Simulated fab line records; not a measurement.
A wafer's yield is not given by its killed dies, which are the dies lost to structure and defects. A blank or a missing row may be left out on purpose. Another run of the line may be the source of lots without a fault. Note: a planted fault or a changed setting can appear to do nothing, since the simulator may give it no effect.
A lot that was struck, set against a sound lot | flow berkeley_cmos170 | 21 out of 331 route steps
Sound: the wafers L171.3, L171.4, L171.6. Wafers struck: L189.1, L189.2, L189.6. The cause comes at the end.
Per side, at each step with rows, come the tool, then ch with its chambers, and then its first start. Under that, the readings that differ: sound wafers | struck wafers | difference of the means | sigmas: that difference in standard deviations of wafers without a fault.
alike: words and numbers the same on both sides, and readings whose means are apart by under 2 such deviations; not compared: readings that were withheld, readings missing a value for some wafer, numbers with overlapping values and no deviation given by the record, and bounds like >300 which may hide the same value.
The two part at a step that has a row with sigmas, a row that says differs or no value, or rows on one side only. Non-overlapping numbers with no deviation appear without sigmas and do not part them. A reading that every wafer of one side lacks parts them only if that side has two wafers or more.

UCB170_PVT_STRIP_08: strips in O2.
  sound on plasma_asher-01 ch 0,1, day 5 03:32; struck on plasma_asher-03 ch 0,1, day 9 07:05
  alike: drypump_motor_current_A, oes_product_au, strip_time_to_endpoint_s
  not compared: rf_hours_counter_h
UCB170_PVT_TW_MEAS_09:
  sound: film_metro-04 at day 5 03:37; struck: film_metro-01 at day 9 07:11
  alike: PVT_TW
then, 1 step without rows for these wafers: UCB170_GATE_WET_ETCH_00 (etches SiO2 in dHF, time 200 s).
UCB170_FIELD_THK_MEAS_91:
  sound: film_metro-04 at day 5 03:44; struck: film_metro-04 at day 9 07:19
  alike: FIELD_OXIDE_LEFT_2_THK
then, 1 step without rows for these wafers: UCB170_GATE_OXIDATION_01 (target thk 6.6 nm, ox time 1800 s).
UCB170_GATE_THK_MEAS_02:
  sound: film_metro-02 at day 5 06:50; struck: film_metro-01 at day 9 12:28
  alike: GATE_OXIDE_THK
then, 2 steps without rows for these wafers: UCB170_GATE_ANNEAL_03 (time 1800 s); UCB170_GATE_CVD_04 (deposits poly-Si from SiH4, time 1440 s, target thk 214 nm).
UCB170_GATE_THK_MEAS_05:
  sound: film_metro-01 at day 5 11:24; struck: film_metro-01 at day 9 18:35
  reading            | sound             | struck            | difference | sigmas
  GATE_POLY_THK (nm) | 218.0 217.2 214.5 | 212.9 211.7 213.4 | -3.9       | -2
then, 3 steps without rows for these wafers: UCB170_GATE_COAT_06; UCB170_GATE_COAT_07 (resist thk 900 nm); UCB170_GATE_SOFTBAKE_08 (time 60 s).
UCB170_GATE_EXPOSE_09: exposes mask POLY, target cd 350 nm.
  sound on krf_scanner-01 ch 0, day 5 12:40; struck on krf_scanner-02 ch 0, day 9 19:13
  reading              | sound                | struck               | difference | sigmas
  exposure_dose_mJ_cm2 | 20.987 20.985 20.973 | 20.224 20.220 20.202 | -0.766     | -33
  focus_offset_nm (nm) | 1.7 0.3 1.8          | 0.6 -0.2 -0.5        | -1.3       | -2
  alike: mask
following that, these wafers have no rows for 1 step: UCB170_GATE_PEB_10.
UCB170_GATE_DEVELOP_11: develop time 45 s.
  sound: litho_track-04 ch 0; struck: litho_track-01 ch 0
  reading               | sound             | struck            | difference | sigmas
  model.GATE.cd_nm (nm) | 349.8 350.2 350.6 | 336.1 308.2 326.6 | -26.6      |
UCB170_GATE_CD_MEAS_12: target cd 350 nm.
  sound: cd_sem-01 at day 5 13:20; struck: cd_sem-02 at day 9 19:37
  reading    | sound             | struck            | difference | sigmas
  cd_nm (nm) | 350.1 349.8 350.5 | 336.3 308.0 326.6 | -26.5      | -18
UCB170_GATE_OVL_MEAS_13:
  sound: overlay-01 at day 5 13:25; struck: overlay-02 at day 9 19:44
  alike: GATE_OVL
UCB170_GATE_ETCH_14: etches BARC in N2/H2.
  sound on rie_diel-02 ch 2,3, day 5 13:27; struck on rie_diel-02 ch 0,1,2, day 9 19:46
  alike: bias_w, drypump_motor_current_A, oes_product_au, throttle_valve_pct
UCB170_GATE_ETCH_15: etches poly-Si in HBr/Cl2, stops on SiO2, time 56.3 s, target depth 278.2 nm.
  sound on rie_si-01 ch 0,3, day 5 13:29; struck on rie_si-02 ch 0,1,2, day 9 19:49
  reading               | sound             | struck          | difference | sigmas
  model.GATE.cd_nm (nm) | 350.5 350.6 350.9 | 336.9 308 326.9 | -26.7      |
  alike: bias_w, drypump_motor_current_A, oes_product_au, throttle_valve_pct
  not compared: rf_hours_counter_h
UCB170_GATE_STRIP_16: strips in O2.
  sound on plasma_asher-02 ch 0,1, day 5 13:34; struck on plasma_asher-03 ch 0,1, day 9 19:51
  alike: drypump_motor_current_A, oes_product_au
  not compared: rf_hours_counter_h
UCB170_M3_PROBE_99:
  sound: prober-02 at day 7 14:58; struck: prober-01 at day 11 17:21
  reading                              | sound             | struck            | difference | sigmas
  model.etest.pmos_0p35.r_on_ohm_um    | 4631 4671 4684    | 4497 4014 4385    | -363       |
  model.etest.nmos_0p35.r_on_ohm_um    | 1466 1474 1479    | 1442 1327 1410    | -80        |
  model.etest.nmos_0p6.r_on_ohm_um     | 2287 2293 2311    | 2265 2170 2245    | -70        |
  model.etest.pmos_turned.drive_ua_um  | 299.6 298.2 298.1 | 309.8 344.2 322.6 | +26.9      |
  model.etest.ppoly_line.width_nm (nm) | 321.6 322.3 321.9 | 306.8 280.9 297.5 | -26.9      |
  model.etest.npoly_line.width_nm (nm) | 322.7 321.3 322.9 | 308.1 279 298.8   | -27.0      |
  model.etest.pmos_0p35.drive_ua_um    | 286.1 285.6 281.9 | 295.8 326.3 300.9 | +23.1      |
  not compared: model.etest.pmos_0p6.r_on_ohm_um

## WHERE THEY PART
Last at UCB170_GATE_CD_MEAS_12 as far as this record goes, first at UCB170_GATE_THK_MEAS_05. Later steps at which nothing parts them and some readings are alike: UCB170_GATE_OVL_MEAS_13, UCB170_GATE_ETCH_14, UCB170_GATE_ETCH_15, UCB170_GATE_STRIP_16.

WHY: what had been put in by the simulator
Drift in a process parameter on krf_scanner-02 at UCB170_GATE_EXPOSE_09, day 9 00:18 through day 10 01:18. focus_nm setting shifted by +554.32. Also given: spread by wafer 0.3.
